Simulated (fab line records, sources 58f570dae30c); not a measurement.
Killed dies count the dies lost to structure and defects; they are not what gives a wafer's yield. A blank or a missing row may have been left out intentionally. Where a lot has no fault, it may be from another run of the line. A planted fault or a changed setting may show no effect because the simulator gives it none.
Which tool did it?    flow berkeley cmos170    39 wafers from 13 lots sampled at 6 of the route's 331 steps

## WHAT EACH GAUGE READ, for each wafer
UCB170_V1_THK_MEAS_01.
lot   measured      on             V1_TEOS_THK (nm)
L763  day 8 10:25   film metro-01  1996 2015 2061
L762  day 8 11:43   film metro-02  1971 1942 1946
L767  day 8 21:48   film metro-02  1975 2006 2011
L764  day 8 23:08   film metro-01  1965 1968 2022
L770  day 9 21:58   film metro-01  1963 2024 2008
L769  day 9 23:19   film metro-02  2012 2004 2007
L771  day 10 00:38  film metro-01  1948 2043 2008
L768  day 10 01:58  film metro-01  2007 2023 2027
L773  day 10 01:58  film metro-04  2040 2010 2027
L775  day 11 01:23  film metro-02  1991 2019 2010
L777  day 11 12:56  film metro-01  2023 2047 2042
L780  day 12 00:16  film metro-04  1953 2040 2011
L783  day 12 23:11  film metro-01  1992 1988 2018

UCB170_M3_CD_MEAS_90 targets a cd of 700 nm.
lot   measured      on         cd nm (nm)
L763  day 9 00:08   cd sem-02  703 694 706
L762  day 9 00:32   cd sem-02  695 698 695
L767  day 9 11:29   cd sem-01  706 704 707
L764  day 9 12:04   cd sem-01  696 701 697
L770  day 10 08:52  cd sem-02  701 701 694
L769  day 10 12:04  cd sem-02  707 699 707
L771  day 10 12:16  cd sem-01  698 693 700
L768  day 10 12:59  cd sem-01  703 702 697
L773  day 10 15:20  cd sem-01  699 701 696
L775  day 11 12:08  cd sem-01  695 695 705
L777  day 12 01:38  cd sem-02  702 697 703
L780  day 12 10:06  cd sem-01  702 703 717
L783  day 13 12:05  cd sem-02  692 695 694

## TOOL THAT RAN EACH LOT (tool first, then ch and the chambers of the sampled wafers, then the start)
lot   UCB170_M1_ETCH_11                   UCB170_V2_STRIP_15                    UCB170_M3_METAL_ETCH_18            UCB170_M3_STRIP_19
L763  rie diel-03 ch 0,1,3, day 8 08:30   plasma asher-03 ch 0,1, day 8 17:50   rie metal-03 ch 0,1, day 8 23:50   plasma asher-03 ch 0,1, day 9 00:00
L762  rie diel-02 ch 0,1,3, day 8 08:44   plasma asher-01 ch 0,1, day 8 18:58   rie metal-04 ch 0, day 9 00:04     plasma asher-04 ch 0,1, day 9 00:26
L767  rie diel-03 ch 1,2, day 8 18:54     plasma asher-04 ch 0,1, day 9 07:17   rie metal-03 ch 0, day 9 11:03     plasma asher-03 ch 1, day 9 11:22
L764  rie diel-03 ch 1,2,3, day 8 20:32   plasma asher-03 ch 0,1, day 9 07:58   rie metal-02 ch 0,1, day 9 11:47   plasma asher-04 ch 0,1, day 9 11:58
L770  rie diel-03 ch 0,2, day 9 20:05     plasma asher-03 ch 0,1, day 10 05:08  rie metal-04 ch 0,1, day 10 08:34  plasma asher-02 ch 0,1, day 10 08:44
L769  rie diel-04 ch 0,2, day 9 21:03     plasma asher-03 ch 0, day 10 07:49    rie metal-02 ch 0,1, day 10 11:46  plasma asher-02 ch 0,1, day 10 11:57
L771  rie diel-02 ch 1,2, day 9 22:20     plasma asher-03 ch 0,1, day 10 08:28  rie metal-04 ch 0,1, day 10 11:59  plasma asher-04 ch 0,1, day 10 12:10
L768  rie diel-02 ch 0,1, day 9 22:53     plasma asher-01 ch 0,1, day 10 09:47  rie metal-03 ch 0,1, day 10 12:35  plasma asher-02 ch 0,1, day 10 12:46
L773  rie diel-04 ch 0,2, day 9 23:09     plasma asher-01 ch 0,1, day 10 12:36  rie metal-04 ch 0,1, day 10 15:04  plasma asher-02 ch 0,1, day 10 15:14
L775  rie diel-04 ch 0,1,3, day 10 23:29  plasma asher-03 ch 0,1, day 11 08:55  rie metal-03 ch 0,1, day 11 11:49  plasma asher-03 ch 0, day 11 12:01
L777  rie diel-03 ch 0,1, day 11 11:02    plasma asher-03 ch 1, day 11 22:31    rie metal-02 ch 0,1, day 12 01:22  plasma asher-02 ch 0,1, day 12 01:32
L780  rie diel-03 ch 0,2,3, day 11 21:03  plasma asher-04 ch 0,1, day 12 07:04  rie metal-04 ch 0,1, day 12 09:47  plasma asher-02 ch 0,1, day 12 09:59
L783  rie diel-02 ch 1,2,3, day 12 20:13  plasma asher-04 ch 0,1, day 13 07:36  rie metal-02 ch 1, day 13 11:47    plasma asher-02 ch 0,1, day 13 11:58
- UCB170_M1_ETCH_11: etches BARC in N2/H2.
- UCB170_V2_STRIP_15: strips in O2.
- UCB170_M3_METAL_ETCH_18: etches Al in Cl2/BCl3, stops on SiO2, target depth 1170 nm, time 195 s.
- UCB170_M3_STRIP_19: strips in O2.

## AS READ BY THE TOOLS THEMSELVES (means over the sampled wafers that have a number; for cases with no such wafer, the mark the record gives instead)
UCB170_M1_ETCH_11.
lot   tool         drypump motor current A (A)  h2 flow sccm (sccm)  oes product au (a.u.)  throttle valve pct (%)
L763  rie diel-03  5.8                          199.3                0.986                  13.21
L762  rie diel-02  6.1                          200.0                0.997                  13.23
L767  rie diel-03  5.4                          199.6                0.998                  13.26
L764  rie diel-03  5.6                          199.8                0.982                  13.22
L770  rie diel-03  5.6                          199.8                0.999                  13.45
L769  rie diel-04  5.8                          199.6                0.991                  13.20
L771  rie diel-02  5.9                          200.0                1.003                  13.44
L768  rie diel-02  6.0                          200.5                0.988                  13.25
L773  rie diel-04  5.8                          200.1                0.990                  13.20
L775  rie diel-04  6.2                          199.9                0.999                  13.25
L777  rie diel-03  5.5                          200.0                0.998                  13.06
L780  rie diel-03  5.8                          200.2                0.987                  13.41
L783  rie diel-02  6.0                          199.9                0.997                  13.30

UCB170_V2_STRIP_15.
lot   tool             drypump motor current A (A)  oes product au (a.u.)  strip time to endpoint s (s)
L763  plasma asher-03  5.6                          0.722                  15.44
L762  plasma asher-01  6.2                          0.728                  15.48
L767  plasma asher-04  5.9                          0.725                  15.46
L764  plasma asher-03  5.4                          0.717                  15.41
L770  plasma asher-03  5.5                          0.720                  15.45
L769  plasma asher-03  5.1                          0.723                  15.70
L771  plasma asher-03  5.4                          0.725                  15.36
L768  plasma asher-01  6.3                          0.722                  15.37
L773  plasma asher-01  6.3                          0.721                  15.47
L775  plasma asher-03  5.3                          0.723                  15.30
L777  plasma asher-03  5.8                          0.717                  15.47
L780  plasma asher-04  5.9                          0.722                  15.49
L783  plasma asher-04  6.0                          0.724                  15.52

UCB170_M3_METAL_ETCH_18.
lot   tool          drypump motor current A (A)  oes product au (a.u.)  run length s (s)  throttle valve pct (%)
L763  rie metal-03  5.4                          0.872                  223.3             24.68
L762  rie metal-04  5.6                          0.870                  222.8             24.91
L767  rie metal-03  5.2                          0.872                  223.4             24.65
L764  rie metal-02  4.9                          0.835                  224.1             24.20
L770  rie metal-04  5.9                          0.876                  223.6             24.44
L769  rie metal-02  4.9                          0.842                  224.0             24.26
L771  rie metal-04  5.8                          0.875                  223.2             24.68
L768  rie metal-03  5.5                          0.871                  223.3             24.68
L773  rie metal-04  5.8                          0.874                  223.0             24.67
L775  rie metal-03  5.7                          0.865                  222.8             24.72
L777  rie metal-02  4.9                          0.845                  223.6             24.24
L780  rie metal-04  5.9                          0.915                  194.0             24.30
L783  rie metal-02  4.8                          0.846                  224.3             24.19

UCB170_M3_STRIP_19.
lot   tool             drypump motor current A (A)  oes product au (a.u.)
L763  plasma asher-03  5.6                          0.514
L762  plasma asher-04  6.0                          0.507
L767  plasma asher-03  5.8                          0.505
L764  plasma asher-04  6.0                          0.519
L770  plasma asher-02  5.3                          0.496
L769  plasma asher-02  5.0                          0.542
L771  plasma asher-04  5.8                          0.502
L768  plasma asher-02  5.0                          0.509
L773  plasma asher-02  5.3                          0.507
L775  plasma asher-03  5.1                          0.513
L777  plasma asher-02  5.1                          0.543
L780  plasma asher-02  5.3                          0.567
L783  plasma asher-02  5.0                          0.496

## THE ANSWER, worked out from the rows above alone
Rule: the usual values come from the lots themselves. Put in order of their means at a reading, lots are off if they are a third of the lots or fewer, leave a main group of 4 or more, and stand apart from it by a gap of 3 or more times the standard deviation of the main group's means; of several such gaps the widest counts. Not used: any main group whose means are identical at the precision the tables above print for the reading. Also off: a lot with no number at a reading for which 4 or more lots have one. Where the step has rows for the other lots, those lots are counted as sound. After the gauges, taken in route order, come the tools' own readings; for these a lot's mean is taken, as printed above. The first step at which some lot is off is used, and at that step the reading that is off furthest; a lot without a number counts as furthest.
Off, at UCB170_M3_METAL_ETCH_18 on run length s: L780. The main group: mean 223.4 s, standard deviation 0.47.
If a tool, at that step or one of the process steps before it, ran each lot that is off and ran no sound lot following the first of them, it fits. 2 tools fit, rie diel-03 at UCB170_M1_ETCH_11 and rie metal-04 at UCB170_M3_METAL_ETCH_18, so this cannot tell which one it is.

## WHAT THE SIMULATOR HAD PUT IN
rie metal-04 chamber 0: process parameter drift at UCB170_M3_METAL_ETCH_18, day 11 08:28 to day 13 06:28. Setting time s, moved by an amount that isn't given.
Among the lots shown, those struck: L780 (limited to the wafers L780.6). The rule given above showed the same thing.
